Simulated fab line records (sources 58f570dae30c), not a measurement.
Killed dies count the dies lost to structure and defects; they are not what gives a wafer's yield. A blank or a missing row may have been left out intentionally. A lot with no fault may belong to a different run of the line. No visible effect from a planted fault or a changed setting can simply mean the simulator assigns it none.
fab line records -- flow berkeley-cmos170
record: lots: 14, wafers: 42, last-day: 11
route steps=331 shown GATE@128 V1@268 M3@329
lots with no fault: from the same line, run without faults
start-h: hours from the record's opening day to when the first of the lot's shown wafers began -- wait-h: how many hours have passed since the lot's step before this one -- " repeats the value in the row above -- L1.1+2: a single row standing in for several wafers -- - no value, or no start given -- * or withheld: withheld -- < > ~ a bound
route shown NAME@n: a module of which the file shows steps, and the number in the route of the first -- usual: the fault-free wafers' mean and standard deviation -- same: alike in all rows -- chamber/n: place in a boat -- sites: each site's reading -- _std_site: how widely they spread, as a standard deviation -- _edge_site: the outer-site mean with the inner-site mean subtracted -- radius-mm: for every site, how far away it sits from the centre of the wafer -- mask NAME#n: copy n -- behind: the most recent tool/chamber to have shaped the wafer -- hold: what put the lot on hold/how long, in hours/how the hold closed -- device: which transistor (n, p or np) failed to switch -- end of line: the route-end tests of the same wafers -- a step without rows: its recipe alone -- killed: dies that structure and defects cost at the first sort, which is not the same as the wafer's yield -- map: dies across one wafer; x = killed, . = not, _ = none there
set.NAME: setting as actually run; set.NAME@STEP: the setting as run at that earlier step -- model.NAME: the simulator's own value behind a step, which no gauge read
one table for each step of the route and one row for each wafer, over a sample of lots
services: a tool's chamber out of use, with start hour (start-h, from the record's first day; less than 0 if before it), hours out, and reason
== steps ==
step: UCB170_GATE_THK_MEAS_02
recipe: reads: SiO2_of_GATE_OXIDATION_01
usual: GATE_OXIDE_THK: 6.50/0.12
lot.wafer,tool,chamber,start-h,wait-h,GATE_OXIDE_THK[nm]
L617.1,film-metro-03,-,121.58,0.0,6.43
L617.3,film-metro-03,-,121.58,0.0,6.43
L617.5,film-metro-03,-,121.58,0.0,6.45
L616.1,film-metro-01,-,121.64,0.1,6.59
L616.4,film-metro-01,-,121.64,0.1,6.56
L616.6,film-metro-01,-,121.64,0.1,6.58
L618.2,film-metro-01,-,131.02,0.0,6.61
L618.5,film-metro-01,-,131.02,0.0,6.64
L618.6,film-metro-01,-,131.02,0.0,6.57
L619.3,film-metro-03,-,131.05,0.0,6.56
L619.4,film-metro-03,-,131.05,0.0,6.55
L619.6,film-metro-03,-,131.05,0.0,6.54
L620.2,film-metro-03,-,142.34,0.0,6.53
L620.4,film-metro-03,-,142.34,0.0,6.56
L620.6,film-metro-03,-,142.34,0.0,6.56
L622.1,film-metro-03,-,152.33,0.0,6.31
L622.3,film-metro-03,-,152.33,0.0,6.30
L622.5,film-metro-03,-,152.33,0.0,6.38
L623.1,film-metro-02,-,161.93,0.0,6.59
L623.5,film-metro-02,-,161.93,0.0,6.43
L623.6,film-metro-02,-,161.93,0.0,6.31
L625.2,film-metro-01,-,176.97,0.0,6.60
L625.3,film-metro-01,-,176.97,0.0,6.49
L625.4,film-metro-01,-,176.97,0.0,6.49
L627.1,film-metro-02,-,183.53,0.0,6.30
L627.2,film-metro-02,-,183.53,0.0,6.38
L627.6,film-metro-02,-,183.53,0.0,6.29
L628.1,film-metro-01,-,183.53,0.0,6.47
L628.4,film-metro-01,-,183.53,0.0,6.51
L628.5,film-metro-01,-,183.53,0.0,6.49
L630.1,film-metro-03,-,198.07,0.0,6.58
L630.4,film-metro-03,-,198.07,0.0,6.57
L630.5,film-metro-03,-,198.07,0.0,6.53
L634.1,film-metro-03,-,214.11,0.0,6.66
L634.3,film-metro-03,-,214.11,0.0,6.63
L634.6,film-metro-03,-,214.11,0.0,6.65
L636.2,film-metro-01,-,214.18,0.1,6.63
L636.3,film-metro-01,-,214.18,0.1,6.55
L636.5,film-metro-01,-,214.18,0.1,6.56
L638.1,film-metro-01,-,222.22,0.1,6.50
L638.3,film-metro-01,-,222.22,0.1,6.54
L638.4,film-metro-01,-,222.22,0.1,6.53
step: UCB170_GATE_CD_MEAS_12
recipe: target-cd-nm: 350
usual: cd-nm: 350.1/1.3
lot.wafer,tool,chamber,start-h,wait-h,cd-nm
L617.1,cd-sem-02,-,131.05,-,351.5
L617.3,cd-sem-02,-,131.05,-,351.0
L617.5,cd-sem-02,-,131.05,-,351.7
L616.1,cd-sem-02,-,131.29,-,348.8
L616.4,cd-sem-02,-,131.29,-,348.8
L616.6,cd-sem-02,-,131.29,-,348.7
L618.2,cd-sem-02,-,137.38,-,348.4
L618.5,cd-sem-02,-,137.38,-,348.4
L618.6,cd-sem-02,-,137.38,-,348.4
L619.3,cd-sem-01,-,137.72,-,350.4
L619.4,cd-sem-01,-,137.72,-,350.2
L619.6,cd-sem-01,-,137.72,-,351.2
L620.2,cd-sem-01,-,150.60,-,349.9
L620.4,cd-sem-01,-,150.60,-,350.2
L620.6,cd-sem-01,-,150.60,-,351.1
L622.1,cd-sem-01,-,157.81,-,350.5
L622.3,cd-sem-01,-,157.81,-,349.8
L622.5,cd-sem-01,-,157.81,-,350.6
L623.1,cd-sem-01,-,171.02,-,347.7
L623.5,cd-sem-01,-,171.02,-,349.3
L623.6,cd-sem-01,-,171.02,-,348.8
L625.2,cd-sem-01,-,184.58,-,349.2
L625.3,cd-sem-01,-,184.58,-,349.8
L625.4,cd-sem-01,-,184.58,-,349.5
L628.1,cd-sem-02,-,188.91,-,350.5
L628.4,cd-sem-02,-,188.91,-,350.8
L628.5,cd-sem-02,-,188.91,-,349.9
L627.1,cd-sem-01,-,189.48,-,350.7
L627.2,cd-sem-01,-,189.48,-,349.2
L627.6,cd-sem-01,-,189.48,-,350.3
L630.1,cd-sem-02,-,204.37,-,352.7
L630.4,cd-sem-02,-,204.37,-,351.1
L630.5,cd-sem-02,-,204.37,-,351.0
L634.1,cd-sem-02,-,221.53,-,352.0
L634.3,cd-sem-02,-,221.53,-,350.3
L634.6,cd-sem-02,-,221.53,-,350.3
L636.2,cd-sem-02,-,221.67,-,350.4
L636.3,cd-sem-02,-,221.67,-,349.3
L636.5,cd-sem-02,-,221.67,-,351.2
L638.1,cd-sem-01,-,228.13,-,351.8
L638.3,cd-sem-01,-,228.13,-,351.7
L638.4,cd-sem-01,-,228.13,-,351.0
step: UCB170_V1_ETCH_14
recipe: chemistry: CHF3/CF4/Ar, target: SiO2, stop-on: Al, CHF3_flow_sccm: 45, cf4-flow-sccm: 15, Ar_flow_sccm: 150, pressure-mtorr: 200, rf-w: 700, target-depth-a: 12500, over-etch-frac: 0.25, time-s: 291
usual: cf4-flow-sccm: 15.00/0.042, drypump-motor-current-A: 5.8/0.53, oes-product-au: 0.875/0.009, run-length-s: 319.2/0.46, throttle-valve-pct: 6.98/0.13
lot.wafer,tool,chamber,start-h,wait-h,cf4-flow-sccm,drypump-motor-current-A,oes-product-au,rf-hours-counter-h,run-length-s,throttle-valve-pct
L616.1,rie-diel-01,0,166.96,0.0,14.97,5.9,0.865,39,319.4,6.82
L616.4,rie-diel-01,2,166.96,0.0,14.99,5.1,0.875,114,318.7,7.03
L616.6,rie-diel-01,3,166.96,0.0,15.05,5.5,0.885,-,319.5,6.85
L617.1,rie-diel-03,0,167.20,0.0,15.02,5.9,0.863,17,320.3,7.05
L617.3,rie-diel-03,2,167.20,0.0,15.07,6.5,0.891,129,318.7,7.13
L617.5,rie-diel-03,1,167.20,0.0,14.97,6.0,0.868,-,319.0,7.07
L619.3,rie-diel-01,1,170.92,0.0,15.07,5.0,0.877,9,319.4,7.05
L619.4,rie-diel-01,0,170.92,0.0,15.00,5.9,0.868,40,319.6,6.83
L619.6,rie-diel-01,0,170.92,0.0,14.97,5.9,0.861,-,319.7,6.81
L618.2,rie-diel-03,3,171.17,0.0,15.00,6.7,0.876,92,319.1,6.88
L618.5,rie-diel-03,1,171.17,0.0,14.91,6.0,0.868,-,319.0,7.07
L618.6,rie-diel-03,0,171.17,0.0,14.98,6.0,0.859,-,320.0,7.05
L620.2,rie-diel-03,1,180.40,0.0,14.99,5.9,0.867,20,319.5,7.07
L620.4,rie-diel-03,0,180.40,0.0,14.95,6.0,0.870,18,320.1,7.07
L620.6,rie-diel-03,2,180.40,0.0,14.98,6.5,0.891,-,318.7,7.12
L622.1,rie-diel-03,0,185.36,0.0,15.06,6.0,0.865,18,319.8,7.05
L622.3,rie-diel-03,1,185.36,0.0,14.96,6.0,0.874,20,319.0,7.08
L622.5,rie-diel-03,2,185.36,0.0,15.03,6.5,0.903,-,318.9,7.12
L623.1,rie-diel-03,1,200.72,0.0,14.97,5.9,0.865,20,319.3,7.07
L623.5,rie-diel-03,1,200.72,0.0,14.99,5.9,0.866,-,319.9,7.06
L623.6,rie-diel-03,2,200.72,0.0,15.07,6.6,0.889,-,319.0,7.12
L625.2,rie-diel-03,2,212.31,0.0,14.96,6.5,0.889,132,319.2,7.12
L625.3,rie-diel-03,1,212.31,0.0,15.03,6.0,0.868,21,319.7,7.08
L625.4,rie-diel-03,3,212.31,0.0,15.04,6.6,0.877,95,319.1,6.87
L627.1,rie-diel-03,2,219.25,0.0,14.94,6.5,1.012,132,287.1,7.15
L627.2,rie-diel-03,3,219.25,0.0,15.05,6.7,0.983,95,287.2,6.88
L627.6,rie-diel-03,3,219.25,0.0,15.02,6.7,0.990,-,287.0,6.87
L628.1,rie-diel-01,1,219.54,0.0,14.98,5.0,0.865,12,319.5,7.04
L628.4,rie-diel-01,0,219.54,0.0,15.00,5.9,0.870,42,319.6,6.82
L628.5,rie-diel-01,2,219.54,0.0,15.05,5.1,0.881,-,318.7,7.05
L630.1,rie-diel-03,3,233.52,0.0,15.02,6.7,0.976,96,287.2,6.88
L630.4,rie-diel-03,1,233.52,0.0,14.90,5.9,0.983,22,288.2,7.08
L630.5,rie-diel-03,1,233.52,0.0,14.92,5.9,0.985,-,287.7,7.08
L636.2,rie-diel-04,0,255.88,0.0,14.98,5.6,0.871,55,318.7,7.15
L636.3,rie-diel-04,1,255.88,0.0,14.95,5.9,0.872,17,318.6,7.01
L636.5,rie-diel-04,0,255.88,0.0,14.99,5.6,0.871,-,319.0,7.14
L634.1,rie-diel-01,2,256.07,0.0,15.00,5.1,0.889,119,319.0,7.05
L634.3,rie-diel-01,1,256.07,0.0,15.04,5.0,0.871,14,319.1,7.05
L634.6,rie-diel-01,1,256.07,0.0,15.00,5.0,0.876,-,319.5,7.04
L638.1,rie-diel-01,2,256.43,0.0,15.04,5.1,0.885,119,319.0,7.05
L638.3,rie-diel-01,3,256.43,0.0,14.97,5.5,0.877,119,319.2,6.84
L638.4,rie-diel-01,1,256.43,0.0,15.08,5.0,0.874,14,319.9,7.08
step: UCB170_V1_STRIP_15
recipe: chemistry: O2, power-w: 400, pressure-mtorr: 3500, platen-temp-c: withheld, o2-flow-sccm: 400, overash-fraction: 0.5
usual: drypump-motor-current-A: 5.6/0.41, oes-product-au: 0.722/0.0046, strip-time-to-endpoint-s: 15.40/0.12
lot.wafer,tool,chamber,start-h,wait-h,drypump-motor-current-A,oes-product-au,rf-hours-counter-h,strip-time-to-endpoint-s
L616.1,plasma-asher-02,0,167.14,0.1,5.2,0.719,4,15.35
L616.4,plasma-asher-02,0,167.14,0.1,5.2,0.724,-,15.19
L616.6,plasma-asher-02,1,167.14,0.1,5.8,0.721,-,15.37
L617.1,plasma-asher-04,1,167.38,0.1,5.4,0.720,44,15.47
L617.3,plasma-asher-04,1,167.38,0.1,5.4,0.720,-,15.47
L617.5,plasma-asher-04,1,167.38,0.1,5.4,0.714,-,15.52
L619.3,plasma-asher-02,1,171.13,0.1,5.8,0.721,-,15.54
L619.4,plasma-asher-02,0,171.13,0.1,5.2,0.723,-,15.63
L619.6,plasma-asher-02,1,171.13,0.1,5.8,0.724,-,15.56
L618.2,plasma-asher-04,0,171.35,0.1,5.7,0.723,44,15.39
L618.5,plasma-asher-04,1,171.35,0.1,5.4,0.720,-,15.26
L618.6,plasma-asher-04,0,171.35,0.1,5.7,0.726,-,15.34
L620.2,plasma-asher-02,1,180.58,0.1,5.8,0.721,6,15.21
L620.4,plasma-asher-02,0,180.58,0.1,5.2,0.722,-,15.33
L620.6,plasma-asher-02,0,180.58,0.1,5.2,0.724,-,15.31
L622.1,plasma-asher-04,0,185.54,0.1,5.7,0.726,46,15.32
L622.3,plasma-asher-04,1,185.54,0.1,5.4,0.725,-,15.26
L622.5,plasma-asher-04,1,185.54,0.1,5.4,0.718,-,15.34
L623.1,plasma-asher-04,1,200.90,0.1,5.4,0.719,48,15.58
L623.5,plasma-asher-04,0,200.90,0.1,5.7,0.725,-,15.48
L623.6,plasma-asher-04,1,200.90,0.1,5.4,0.730,-,15.52
L625.2,plasma-asher-04,0,212.49,0.1,5.7,0.720,49,15.39
L625.3,plasma-asher-04,0,212.49,0.1,5.7,0.727,-,15.49
L625.4,plasma-asher-04,1,212.49,0.1,5.4,0.725,-,15.49
L627.1,plasma-asher-01,1,219.43,0.1,6.4,0.732,42,15.88
L627.2,plasma-asher-01,0,219.43,0.1,4.9,0.719,42,16.02
L627.6,plasma-asher-01,0,219.43,0.1,5.0,0.721,-,16.07
L628.1,plasma-asher-02,1,219.72,0.1,5.8,0.714,10,15.61
L628.4,plasma-asher-02,0,219.72,0.1,5.2,0.727,-,15.67
L628.5,plasma-asher-02,0,219.72,0.1,5.2,0.722,-,15.44
L630.1,plasma-asher-04,1,233.70,0.1,5.4,0.717,52,16.13
L630.4,plasma-asher-04,0,233.70,0.1,5.7,0.720,-,16.06
L630.5,plasma-asher-04,0,233.70,0.1,5.7,0.718,-,15.92
L636.2,plasma-asher-01,1,256.05,0.1,6.3,0.721,47,15.37
L636.3,plasma-asher-01,1,256.05,0.1,6.3,0.725,-,15.35
L636.5,plasma-asher-01,0,256.05,0.1,5.0,0.709,-,15.29
L634.1,plasma-asher-02,1,256.25,0.1,5.8,0.725,14,15.31
L634.3,plasma-asher-02,1,256.25,0.1,5.8,0.716,-,15.50
L634.6,plasma-asher-02,1,256.25,0.1,5.8,0.722,-,15.52
L638.1,plasma-asher-02,0,256.61,0.1,5.2,0.712,14,15.36
L638.3,plasma-asher-02,0,256.61,0.1,5.2,0.723,-,15.63
L638.4,plasma-asher-02,1,256.61,0.1,5.8,0.716,-,15.65
step: UCB170_M3_CD_MEAS_90
recipe: target-cd-nm: 700
usual: cd-nm: 701/3.6
lot.wafer,tool,chamber,start-h,wait-h,cd-nm
L616.1,cd-sem-01,-,175.15,0.1,707
L616.4,cd-sem-01,-,175.15,0.1,704
L616.6,cd-sem-01,-,175.15,0.1,704
L617.1,cd-sem-02,-,175.48,0.1,695
L617.3,cd-sem-02,-,175.48,0.1,695
L617.5,cd-sem-02,-,175.48,0.1,695
L619.3,cd-sem-02,-,179.26,0.1,702
L619.4,cd-sem-02,-,179.26,0.1,702
L619.6,cd-sem-02,-,179.26,0.1,705
L618.2,cd-sem-02,-,179.57,0.1,700
L618.5,cd-sem-02,-,179.57,0.1,698
L618.6,cd-sem-02,-,179.57,0.1,696
L620.2,cd-sem-02,-,189.64,0.1,695
L620.4,cd-sem-02,-,189.64,0.1,701
L620.6,cd-sem-02,-,189.64,0.1,695
L622.1,cd-sem-02,-,195.18,0.1,697
L622.3,cd-sem-02,-,195.18,0.1,699
L622.5,cd-sem-02,-,195.18,0.1,697
L623.1,cd-sem-02,-,212.16,0.1,706
L623.5,cd-sem-02,-,212.16,0.1,706
L623.6,cd-sem-02,-,212.16,0.1,708
L625.2,cd-sem-01,-,222.04,0.1,705
L625.3,cd-sem-01,-,222.04,0.1,704
L625.4,cd-sem-01,-,222.04,0.1,703
L627.1,cd-sem-01,-,229.84,0.1,706
L627.2,cd-sem-01,-,229.84,0.1,700
L627.6,cd-sem-01,-,229.84,0.1,699
L628.1,cd-sem-01,-,230.11,0.1,706
L628.4,cd-sem-01,-,230.11,0.1,701
L628.5,cd-sem-01,-,230.11,0.1,701
L630.1,cd-sem-01,-,243.56,0.1,702
L630.4,cd-sem-01,-,243.56,0.1,702
L630.5,cd-sem-01,-,243.56,0.1,702
L636.2,cd-sem-01,-,266.29,0.1,698
L636.3,cd-sem-01,-,266.29,0.1,700
L636.5,cd-sem-01,-,266.29,0.1,701
L634.1,cd-sem-01,-,266.61,0.1,704
L634.3,cd-sem-01,-,266.61,0.1,705
L634.6,cd-sem-01,-,266.61,0.1,706
L638.1,cd-sem-01,-,267.38,0.1,700
L638.3,cd-sem-01,-,267.38,0.1,698
L638.4,cd-sem-01,-,267.38,0.1,699
== services ==
tool,chamber,start-h,hours,kind
rie-diel-03,1,193.92,3.0,repair
plasma-asher-02,-,205.12,2.1,repair
rie-diel-04,3,214.29,6.5,repair
rie-diel-03,2,227.47,1.5,repair
rie-diel-03,-,237.47,0.9,repair
rie-diel-03,-,245.10,4.0,pm
== key ==
first-sign: step: UCB170_V1_ETCH_14, reading: run-length-s, direction: down, sigmas: 69, usual: *, struck: *
effect: step: UCB170_V1_ETCH_14, reading: oes-product-au, direction: up, sigmas: 13, usual: 0.875, struck: 0.988
effect: step: UCB170_V1_STRIP_15, reading: strip-time-to-endpoint-s, direction: up, sigmas: 5.2, usual: *, struck: *
met-at UCB170_V1_ETCH_14
struck-lots L627,L630
not-acting-at UCB170_GATE_THK_MEAS_02,UCB170_GATE_CD_MEAS_12,UCB170_M3_CD_MEAS_90
onset-between 212.31 219.25
fault: kind: process-parameter-drift, tool: rie-diel-03, chamber: -, onset-h: 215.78, steps: UCB170_V1_ETCH_14, channel: time-s, offset: *, shape: step, end-h: 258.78, acts-in: *, stated: *
